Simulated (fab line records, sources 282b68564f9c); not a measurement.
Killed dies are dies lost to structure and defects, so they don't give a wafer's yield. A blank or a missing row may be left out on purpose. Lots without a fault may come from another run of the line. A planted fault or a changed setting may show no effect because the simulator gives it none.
fab line records | flow rit_cmos
record lots=6 wafers=18 last_day=7
route steps=202 shown PRETRO@69 GATE@75 FOX2@80 M1@202
lots that met no fault: from a run of the same line without faults
start_h: hours from the record's first day to the start of the lot's first wafer shown | wait_h: hours since the lot's step before | " the same as in the row above | L1.1+2: a row that stands for several wafers | - no value, or no start given | * or withheld: withheld | < > ~ a bound
route shown NAME@n: a module of which the file shows steps, and the number in the route of the first | usual: mean/standard deviation of fault-free wafers | same: alike in all rows | chamber/n: place in a boat | sites: the reading at each site | _std_site: their standard deviation | _edge_site: outer sites' mean less inner sites' | radius_mm: how far each site lies from the wafer's centre | mask NAME#n: copy n | behind: the tool/chamber that last shaped the wafer | hold: why the lot was held/for how many hours/how that ended | device: the transistor (n, p or np) that didn't switch | end of line: the same wafers' tests at the end of the route | a step without rows: its recipe alone | killed: dies lost to structure and defects at the first sort, not the wafer's yield | map: a wafer's dies, x killed, . not, _ none there
set.NAME: the setting as run; set.NAME@STEP: as run at that earlier step | model.NAME: the simulator's own value behind a step, which no gauge read
lots at some steps of the route; a table a step, a row a wafer
services: from which hour (start_h, from the record's first day; less than 0 if before it) a tool's chamber was out of use, for how many hours, and why
## steps
# step RIT_PRETRO_DEVELOP_05
# recipe resist=NOVOLAK develop_time_s=65.41 dev_temp_c=23
# step RIT_PRETRO_OVL_MEAS_06
# usual PRETRO_OVL=0.4/1.4
# columns lot.wafer tool chamber start_h wait_h PRETRO_OVL[nm]
L432.1 overlay-01 - 67.35 - 0.7
L432.2 " - " " 1.3
L432.4 " - " " 1.4
L433.3 overlay-01 - 72.61 - 1.7
L433.4 " - " " 0.6
L433.5 " - " " 0.5
L438.4 overlay-02 - 106.30 - 0.8
L438.5 " - " " -1.4
L438.6 " - " " -0.2
L440.2 overlay-01 - 113.89 - 0.6
L440.5 " - " " 0.4
L440.6 " - " " 0.6
L446.1 overlay-02 - 140.28 - -0.2
L446.2 " - " " 1.2
L446.5 " - " " 2.4
L447.2 overlay-02 - 148.30 - 0.8
L447.5 " - " " 2.3
L447.6 " - " " 0.7
# step RIT_PRETRO_HARDBAKE_07
# recipe resist=NOVOLAK temp_c=140 time_s=120
# step RIT_PRETRO_IMPLANT_08
# recipe species=B energy_kev=45 dose_cm2=1.2e+13 tilt_deg=7
# step RIT_PRETRO_STRIP_09
# recipe chemistry=O2 time_s=180 resist=NOVOLAK platen_temp_c=withheld power_w=500 pressure_mtorr=4000 o2_flow_sccm=4000
# usual drypump_motor_current_A=5.4/0.42 rf_refl_power_W=6.0/1.8
# columns lot.wafer tool chamber start_h wait_h drypump_motor_current_A rf_hours_counter_h rf_refl_power_W
L432.1 plasma_asher-04 0 67.81 0.1 5.9 41 7.2
L432.2 " 1 " " 5.3 41 3.5
L432.4 " 0 " " 5.9 - 6.5
L433.3 plasma_asher-01 1 73.10 0.1 4.9 - 8.0
L433.4 " 0 " " 5.0 - 4.4
L433.5 " 0 " " 5.0 - 4.5
L438.4 plasma_asher-03 1 106.78 0.1 5.7 - 7.8
L438.5 " 0 " " 5.9 - 4.3
L438.6 " 1 " " 5.7 - 7.5
L440.2 plasma_asher-03 1 114.32 0.1 5.7 30 8.0
L440.5 " 1 " " 5.7 - 7.9
L440.6 " 0 " " 5.9 - 4.4
L446.1 plasma_asher-04 0 140.92 0.1 5.9 2 7.0
L446.2 " 1 " " 5.3 2 3.5
L446.5 " 1 " " 5.3 - 3.7
L447.2 plasma_asher-03 1 148.87 0.1 5.7 32 8.1
L447.5 " 1 " " 5.7 - 7.9
L447.6 " 0 " " 5.9 - 4.1
# step RIT_PRETRO_TW_MEAS_10
# usual PRETRO_TW=476/4.2
# columns lot.wafer tool chamber start_h wait_h PRETRO_TW
L432.1 film_metro-02 - 67.98 0.1 479
L432.2 " - " " 479
L432.4 " - " " 479
L433.3 film_metro-01 - 73.23 0.1 473
L433.4 " - " " 471
L433.5 " - " " 471
L438.4 film_metro-01 - 106.93 0.1 469
L438.5 " - " " 468
L438.6 " - " " 469
L440.2 film_metro-01 - 114.50 0.1 467
L440.5 " - " " 469
L440.6 " - " " 467
L446.1 film_metro-01 - 141.09 0.1 474
L446.2 " - " " 471
L446.5 " - " " 472
L447.2 film_metro-01 - 149.05 0.1 473
L447.5 " - " " 472
L447.6 " - " " 471
# step RIT_GATE_WET_ETCH_00
# recipe chemistry=BOE target=SiO2 target_depth_nm=56 time_s=60 dry=n2_spin dilution=10:1 temp_c=21.5
# step RIT_GATE_CLEAN_01
# recipe chemistry=SC1 mix=3:3:50 time_s=600 temp_c=75
# step RIT_GATE_CLEAN_02
# recipe chemistry=dHF dilution=50:1 time_s=30
# step RIT_GATE_CLEAN_03
# recipe chemistry=SC2 mix=3:3:50 time_s=600 temp_c=75 dry=n2_spin
# step RIT_GATE_CLEAN_04
# recipe chemistry=dHF dilution=50:1 time_s=60 dry=n2_spin
# step RIT_FOX2_THK_MEAS_91
# recipe reads=SiO2_of_FOX2_OXIDATION_00
# usual FIELD_OXIDE_LEFT_2_THK=255/7.8
# columns lot.wafer tool chamber start_h wait_h FIELD_OXIDE_LEFT_2_THK[nm]
L432.1 film_metro-04 - 68.46 0.0 246
L432.2 " - " " 250
L432.4 " - " " 248
L433.3 film_metro-04 - 73.71 0.0 262
L433.4 " - " " 262
L433.5 " - " " 265
L438.4 film_metro-04 - 107.44 0.0 259
L438.5 " - " " 264
L438.6 " - " " 265
L440.2 film_metro-03 - 114.98 0.0 251
L440.5 " - " " 252
L440.6 " - " " 253
L446.1 film_metro-03 - 141.59 0.0 264
L446.2 " - " " 265
L446.5 " - " " 269
L447.2 film_metro-04 - 149.73 0.0 248
L447.5 " - " " 254
L447.6 " - " " 251
# step RIT_GATE_OXIDATION_05
# recipe temp_c=900 ambient=O2 target_thk_a=30 ox_time_s=270
# usual spike_tc_centre_C=902.6/1.3 spike_tc_load_C=927.0/1.3 spike_tc_source_C=922.8/1.2 tube_center_temp_C=900/0.076 zone_power_centre_pct=43.6/2.3
# columns lot.wafer tool chamber start_h wait_h spike_tc_centre_C spike_tc_load_C spike_tc_source_C tube_center_temp_C zone_power_centre_pct model.SiO2_of_GATE_OXIDATION_05.thk_nm
L432.1 furnace-03 0 68.85 0.4 903.7 928.1 922.5 899.98 42.4 3.047
L432.2 " 0 " " 902.4 928.1 920.1 900.02 42.2 3.012
L432.4 " 0 " " 903.2 927.5 921.7 900.01 41.7 2.959
L433.3 furnace-03 0 74.04 0.3 902.7 927.2 922.2 900.08 42.3 3.1
L433.4 " 0 " " 902.0 927.9 922.6 900.02 41.8 3.07
L433.5 " 0 " " 904.8 928.7 922.1 900.06 42.4 3.094
L438.4 furnace-01 0 111.09 3.6 902.2 928.4 923.1 900.02 47.4 3.074
L438.5 " 0 " " 900.4 926.6 923.9 899.77 47.8 3.115
L438.6 " 0 " " 900.7 927.4 923.4 900.07 47.1 3.043
L440.2 furnace-03 0 117.17 2.2 902.9 925.6 923.1 900.02 41.6 3.096
L440.5 " 0 " " 903.6 926.4 923.2 900.01 41.6 3.048
L440.6 " 0 " " 903.6 927.3 924.1 900.02 41.8 3.054
L446.1 furnace-03 0 142.84 1.2 889.0 911.1 907.1 899.95 41.4 2.517
L446.2 " 0 " " 887.0 911.2 905.8 900.16 41.9 2.512
L446.5 " 0 " " 887.7 910.2 905.1 900.03 41.1 2.474
L447.2 furnace-03 0 149.78 0.0 887.9 911.6 905.5 899.94 41.2 2.545
L447.5 " 0 " " 887.3 912.3 906.9 899.92 41.2 2.542
L447.6 " 0 " " 887.9 911.7 906.0 900 42.3 2.543
# step RIT_GATE_ANNEAL_06
# recipe temp_c=900 time_s=600 ambient=N2O
# step RIT_GATE_THK_MEAS_07
# recipe reads=SiO2_of_GATE_OXIDATION_05
# usual GATE_OXIDE_THK=3.05/0.067
# columns lot.wafer tool chamber start_h wait_h GATE_OXIDE_THK[nm]
L432.1 film_metro-01 - 70.17 0.0 3.07
L432.2 " - " " 3.01
L432.4 " - " " 2.91
L433.3 film_metro-01 - 77.81 0.0 3.06
L433.4 " - " " 3.12
L433.5 " - " " 3.08
L438.4 film_metro-04 - 115.52 0.0 3.02
L438.5 " - " " 3.09
L438.6 " - " " 3.06
L440.2 film_metro-04 - 119.44 0.0 3.12
L440.5 " - " " 3.01
L440.6 " - " " 3.11
L446.1 film_metro-03 - 146.20 0.0 2.51
L446.2 " - " " 2.52
L446.5 " - " " 2.46
L447.2 film_metro-04 - 151.54 0.0 2.55
L447.5 " - " " 2.57
L447.6 " - " " 2.52
# step RIT_GATE_CVD_08
# recipe material=poly-Si target_thk_nm=250 temp_c=610 precursor=SiH4 time_s=2220 pressure_mtorr=300 sih4_flow_sccm=100
# step RIT_M1_PROBE_99
# usual killed_at_contacts=0.1/0.25 killed_at_front_end=7/3.2 killed_dies=7/3.2 killed_open=3.5/2.2 killed_short=3.6/2.1
# same gross_dies=264 killed_at_M0_to_M3=0 killed_at_M4_up=0 killed_at_back_side=0 killed_at_other=0
# columns lot.wafer tool chamber start_h wait_h killed_at_contacts killed_at_front_end killed_dies killed_open killed_short
L438.4 prober-01 - 140.41 0.2 0 8 8 4 4
L438.5 prober-01 - 140.46 0.2 0 5 5 3 2
L438.6 prober-01 - 140.51 0.2 0 5 5 2 3
# killed by level:class
L438.4 SPACER:geometric_particle:short=3 GATE:geometric_particle:open=2 FOX1:geometric_particle:open=1 GATE:geometric_particle:short=1 REOX:geometric_particle:open=1
L438.5 FOX1:geometric_particle:open=1 FOX2:geometric_particle:open=1 REOX:geometric_particle:short=1 SPACER:geometric_particle:open=1 SILICIDE:geometric_particle:short=1
L438.6 SPACER:geometric_particle:short=2 FOX1:geometric_particle:open=1 GATE:geometric_particle:short=1 SPACER:geometric_particle:open=1
## services
# columns tool chamber start_h hours kind
plasma_asher-04 - 51.11 3.1 repair
plasma_asher-03 - 69.14 3.4 repair
plasma_asher-04 - 77.09 1.1 repair
plasma_asher-04 - 108.75 9.0 pm
plasma_asher-04 0 108.75 9.0 vent_cycle
plasma_asher-04 1 108.75 9.0 vent_cycle
plasma_asher-04 0 117.75 - clean
plasma_asher-04 1 117.75 - clean
plasma_asher-03 - 121.61 15.6 pm
plasma_asher-04 - 131.12 4.3 pm
plasma_asher-03 - 146.76 0.7 repair
## key
first_sign step=RIT_GATE_OXIDATION_05 reading=spike_tc_source_C direction=down sigmas=14 usual=922.8 struck=906.1
effect step=RIT_GATE_OXIDATION_05 reading=spike_tc_load_C direction=down sigmas=12 usual=927.0 struck=911.3
effect step=RIT_GATE_THK_MEAS_07 reading=GATE_OXIDE_THK direction=down sigmas=7.8 usual=3.05 struck=2.52
model_effect step=RIT_GATE_OXIDATION_05 value=SiO2_of_GATE_OXIDATION_05.thk_nm without=3.071 struck=2.522
met_at RIT_GATE_OXIDATION_05
struck_wafers L446.1,L446.2,L446.5,L447.2,L447.5,L447.6
tester_left_out L446,L447
onset_between 117.17 142.84
fault kind=process_parameter_drift tool=furnace-03 chamber=- onset_h=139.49 steps=RIT_GATE_OXIDATION_05 channel=temp_c offset=* shape=step end_h=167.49 acts_in=* stated=*
# tester_left_out: of these lots the tester's yield and bins aren't shown, on N5 and GAA mostly nor the transistor test; their killed dies are dies lost to structure and defects alone, not to doping, threshold or leakage, so they don't give the yield
